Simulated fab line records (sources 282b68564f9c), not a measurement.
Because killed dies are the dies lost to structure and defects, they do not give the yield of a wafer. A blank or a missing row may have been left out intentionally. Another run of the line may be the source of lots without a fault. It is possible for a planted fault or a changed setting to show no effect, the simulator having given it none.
Which of the tools did it?    flow ritCmos    21 wafers from 7 lots sampled at 3 of the route's 202 steps

== WHAT THE GAUGES SHOWED, per wafer ==
RIT_NSD_TW_MEAS_10.
lot   measured     on            NSD_TW
L711  day 3 16:29  filmMetro-02  3043 3045 3037
L713  day 4 00:22  filmMetro-03  3030 3034 3029
L717  day 4 22:06  filmMetro-03  3004 3023 3029
L719  day 5 08:22  filmMetro-03  3023 3055 3032
L725  day 6 12:11  filmMetro-04  3436 3438 3424
L729  day 7 08:23  filmMetro-03  3028 3043 3034
L732  day 7 21:39  filmMetro-03  3027 3041 3020

== TOOL THAT RAN EACH LOT (tool first, then ch and the chambers of the sampled wafers, then the start) ==
lot   RIT_PWELL_STRIP_09                  RIT_NSD_IMPLANT_08
L711  plasmaAsher-01 ch 0,1, day 2 12:31  implanter-03 ch 0, day 3 16:10
L713  plasmaAsher-04 ch 0,1, day 2 20:15  implanter-03 ch 0, day 4 00:05
L717  plasmaAsher-03 ch 0,1, day 3 17:33  implanter-04 ch 0, day 4 21:47
L719  plasmaAsher-03 ch 0,1, day 4 07:19  implanter-03 ch 0, day 5 08:02
L725  plasmaAsher-01 ch 0,1, day 5 10:06  implanter-03 ch 0, day 6 11:51
L729  plasmaAsher-04 ch 0,1, day 6 04:43  implanter-02 ch 0, day 7 08:04
L732  plasmaAsher-01 ch 0,1, day 6 19:36  implanter-02 ch 0, day 7 21:20
- RIT_PWELL_STRIP_09: strips in O2, time 180 s.
- RIT_NSD_IMPLANT_08

== THE ANSWER, worked out from the rows above alone ==
Rule: what is usual is taken from the lots themselves. The widest of any qualifying gaps counts: lots, ordered by their means at a reading, are off when they make up no more than a third of the lots, leave a main group of 4 or more, and stand apart from it by 3 or more times the standard deviation of that group's means. A main group is skipped when, at the precision printed for the reading in the tables above, its means are all equal. A lot without any number at a reading at which 4 lots or more have one is off too. All remaining lots with rows at the step are treated as sound.
Off: L725, seen at RIT_NSD_TW_MEAS_10 (NSD_TW). For the main group the mean is 3032 and the standard deviation 7.2.
A tool fits if, at a process step before that reading, it ran every lot that is off, and no sound lot after the first of them. Gauges at RIT_NSD_TW_MEAS_10: tried the same way as those tools. Can't be told from this: 2 tools fit, implanter-03 at RIT_NSD_IMPLANT_08, filmMetro-04 at RIT_NSD_TW_MEAS_10.

== WHAT HAD BEEN PUT IN BY THE SIMULATOR ==
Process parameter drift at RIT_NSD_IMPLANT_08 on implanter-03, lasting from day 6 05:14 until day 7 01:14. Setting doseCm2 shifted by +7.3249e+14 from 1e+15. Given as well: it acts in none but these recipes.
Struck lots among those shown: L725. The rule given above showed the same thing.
